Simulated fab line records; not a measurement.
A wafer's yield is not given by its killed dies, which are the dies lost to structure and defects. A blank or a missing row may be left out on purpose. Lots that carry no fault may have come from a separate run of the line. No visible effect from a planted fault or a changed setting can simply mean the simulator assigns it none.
Shared-tool check	flow berkeley cmos170	42 wafers sampled across 14 lots

== WHAT PROMPTED THE OPENING ==
At UCB170_M1_RS_MEAS_01 the reading M1_AL_RS is flagged on 2 of 14 lots. Fault-free wafers read 0.0486 ohm/sq, with a standard deviation of 0.00059.
Rule: a lot is flagged when every wafer of it that has a number lies more than 4 standard deviations from that mean, or none has a number. The other lots count as sound.

lot	measured	on	M1_AL_RS (ohm/sq), wafer by wafer	flag
L137	day 8 09:29	film metro-03	0.0473 0.0480 0.0483	
L141	day 9 01:01	film metro-02	0.0478 0.0475 0.0477	
L140	day 9 02:14	film metro-01	0.0484 0.0484 0.0478	
L139	day 9 02:32	film metro-03	0.0489 0.0495 0.0493	
L146	day 10 03:35	film metro-01	0.0490 0.0481 0.0476	
L145	day 10 03:50	film metro-02	0.0490 0.0486 0.0482	
L148	day 10 04:11	film metro-02	0.0485 0.0489 0.0492	
L147	day 10 04:25	film metro-01	0.0632 0.0617 0.0620	FLAGGED
L149	day 11 06:51	film metro-03	0.0627 0.0630 0.0614	FLAGGED
L150	day 11 07:47	film metro-01	0.0482 0.0488 0.0493	
L153	day 11 18:53	film metro-02	0.0484 0.0491 0.0485	
L158	day 12 19:04	film metro-02	0.0487 0.0479 0.0484	
L157	day 12 20:58	film metro-03	0.0486 0.0490 0.0484	
L156	day 12 20:58	film metro-01	0.0499 0.0484 0.0490	
Average over the flagged lots: 0.0623 ohm/sq; offset from the usual +0.0137 ohm/sq, equal to +23 standard deviations.

== WHICH TOOL RAN EACH LOT ==
The record keeps 1 process step preceding the reading, out of 331 steps on the route. In each cell: the tool, then ch and the chambers that the sampled wafers went through, then the start.
lot	flag	UCB170_M1_SPUTTER_00
L137		pvd sputter-04, day 8 09:25
L141		pvd sputter-04, day 9 00:56
L140		pvd sputter-02, day 9 02:10
L139		pvd sputter-03, day 9 02:27
L146		pvd sputter-03, day 10 03:30
L145		pvd sputter-04, day 10 03:46
L148		pvd sputter-03, day 10 04:07
L147	FLAGGED	pvd sputter-04, day 10 04:19
L149	FLAGGED	pvd sputter-04, day 11 06:45
L150		pvd sputter-03, day 11 07:41
L153		pvd sputter-02, day 11 18:50
L158		pvd sputter-03, day 12 19:00
L157		pvd sputter-03, day 12 20:54
L156		pvd sputter-02, day 12 20:53
What is done by these steps:
- UCB170_M1_SPUTTER_00: material Al, target thk 600 nm, time 80 s.
- UCB170_M1_RS_MEAS_01: measures by four-point-probe.

== FLAGGED OVER TOTAL, TOOL BY TOOL (the gauges that took the reading come last) ==
step	tool	lots run	flagged	share of the flagged lots	sound lots run after its first flagged lot
UCB170_M1_SPUTTER_00	pvd sputter-02	3	0	none	-
UCB170_M1_SPUTTER_00	pvd sputter-03	6	0	none	-
UCB170_M1_SPUTTER_00	pvd sputter-04	5	2	all	0
UCB170_M1_RS_MEAS_01	film metro-01	5	1	some	2 (L150,L156)
UCB170_M1_RS_MEAS_01	film metro-02	5	0	none	-
UCB170_M1_RS_MEAS_01	film metro-03	4	1	some	1 (L157)

== WHAT THE TABLE PERMITS ==
1 row of the table ran every flagged lot: pvd sputter-04 at UCB170_M1_SPUTTER_00.
- pvd sputter-04 at UCB170_M1_SPUTTER_00: 2 of its 5 lots flagged. Its last sound lot is L145 (day 10 03:46), its first flagged lot L147 (day 10 04:19): a fault that began between those two fits.
Left over: one tool, pvd sputter-04 at UCB170_M1_SPUTTER_00.

== WHAT WAS PUT IN BY THE SIMULATOR ==
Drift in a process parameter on pvd sputter-04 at UCB170_M1_SPUTTER_00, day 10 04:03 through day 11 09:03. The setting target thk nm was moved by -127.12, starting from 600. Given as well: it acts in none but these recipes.
Shown lots that were struck: L147, L149. The rule given above showed the same thing.
